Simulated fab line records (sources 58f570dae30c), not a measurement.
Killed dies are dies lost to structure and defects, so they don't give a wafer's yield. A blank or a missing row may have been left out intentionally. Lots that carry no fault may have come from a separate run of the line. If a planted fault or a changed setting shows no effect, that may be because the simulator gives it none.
Which tool was responsible?	flow berkeley cmos170	39 wafers from 13 lots sampled at 3 of the route's 331 steps

## WHAT THE GAUGES READ, wafer by wafer
UCB170_CONTACT_CD_MEAS_90: target cd 700 nm. Usual: 700.4 nm for cd nm, sd 1.8.
lot	measured	on	cd nm (nm)	flag
L319	day 9 01:53	cd sem-02	700.9 700.6 700.2	
L320	day 9 11:47	cd sem-02	699.9 700.3 698.5	
L321	day 9 13:07	cd sem-02	698.7 697.5 698.7	
L322	day 10 01:37	cd sem-02	697.0 700.0 698.3	
L323	day 10 01:38	cd sem-01	700.3 701.9 699.9	
L324	day 10 01:52	cd sem-02	698.3 697.7 698.6	
L326	day 10 15:49	cd sem-02	703.4 704.0 702.7	
L328	day 10 16:31	cd sem-02	698.8 699.3 700.4	
L330	day 11 08:54	cd sem-02	702.6 700.2 702.0	
L336	day 11 23:07	cd sem-01	700.5 700.5 700.7	
L337	day 12 08:17	cd sem-01	704.6 702.9 701.2	
L338	day 12 08:27	cd sem-02	700.5 702.0 701.4	
L339	day 12 21:55	cd sem-02	701.8 701.1 700.1	

UCB170_M1_OVL_MEAS_10. Usual: for M1_OVL the level is 2 nm and the standard deviation is 4.4.
lot	measured	on	M1_OVL (nm)	flag
L319	day 9 03:43	overlay-02	0 0 -4	
L320	day 9 13:40	overlay-01	6 -1 5	
L321	day 9 14:48	overlay-02	0 -1 1	
L322	day 10 04:37	overlay-01	3 3 1	
L323	day 10 04:26	overlay-01	-8 -1 0	
L324	day 10 04:42	overlay-02	-3 -4 0	
L326	day 10 17:25	overlay-02	-4 2 0	
L328	day 10 19:02	overlay-01	1 -1 -4	
L330	day 11 12:44	overlay-02	8 10 7	
L336	day 12 00:58	overlay-01	0 2 0	
L337	day 12 11:51	overlay-01	5 4 2	
L338	day 12 12:04	overlay-02	3 1 4	
L339	day 13 00:55	overlay-01	-1 5 0	

UCB170_V1_BOW_MEAS_03. Usual: for V1_BOW the level is 19 um and the standard deviation is 6.1.
lot	measured	on	V1_BOW (um)	flag
L319	day 9 06:24	film metro-02	27 20 20	
L320	day 9 16:04	film metro-01	25 14 14	
L321	day 9 17:25	film metro-02	19 19 13	
L322	day 10 08:05	film metro-01	12 14 12	
L323	day 10 06:44	film metro-01	9 25 16	
L324	day 10 08:04	film metro-03	20 22 19	
L326	day 10 19:43	film metro-01	18 28 26	
L328	day 10 21:19	film metro-03	7 22 17	
L330	day 11 15:02	film metro-01	28 30 20	
L336	day 12 04:04	film metro-01	11 30 14	
L337	day 12 14:08	film metro-02	17 7 21	
L338	day 12 15:29	film metro-01	14 29 15	
L339	day 13 03:13	film metro-03	27 20 16	

## TOOL THAT RAN EACH LOT (tool first, then ch and the chambers of the sampled wafers, then the start)
Before these readings, the record contains no process step.

## WHAT THE TOOLS THEMSELVES READ (means of the sampled wafers that have a number; where no wafer has one, the mark that the record gives instead)
The record holds no such reading with a usual standard deviation.

## THE ANSWER, worked out from the rows above alone
Rule: a lot is off if the mean of its wafers that have a number lies more than 3 standard deviations from the usual mean. Also off: a lot with no number at a reading for which 4 or more lots have one. Where the step has rows for the other lots, those lots are counted as sound. After the gauges, taken in route order, come the tools' own readings; for these a lot's mean is taken, as printed above. The first step at which some lot is off is used, and at that step the reading that is off furthest; a lot without a number counts as furthest.
No lot is off at any reading shown: from this, nothing can be told.

## WHAT HAD BEEN PUT IN BY THE SIMULATOR
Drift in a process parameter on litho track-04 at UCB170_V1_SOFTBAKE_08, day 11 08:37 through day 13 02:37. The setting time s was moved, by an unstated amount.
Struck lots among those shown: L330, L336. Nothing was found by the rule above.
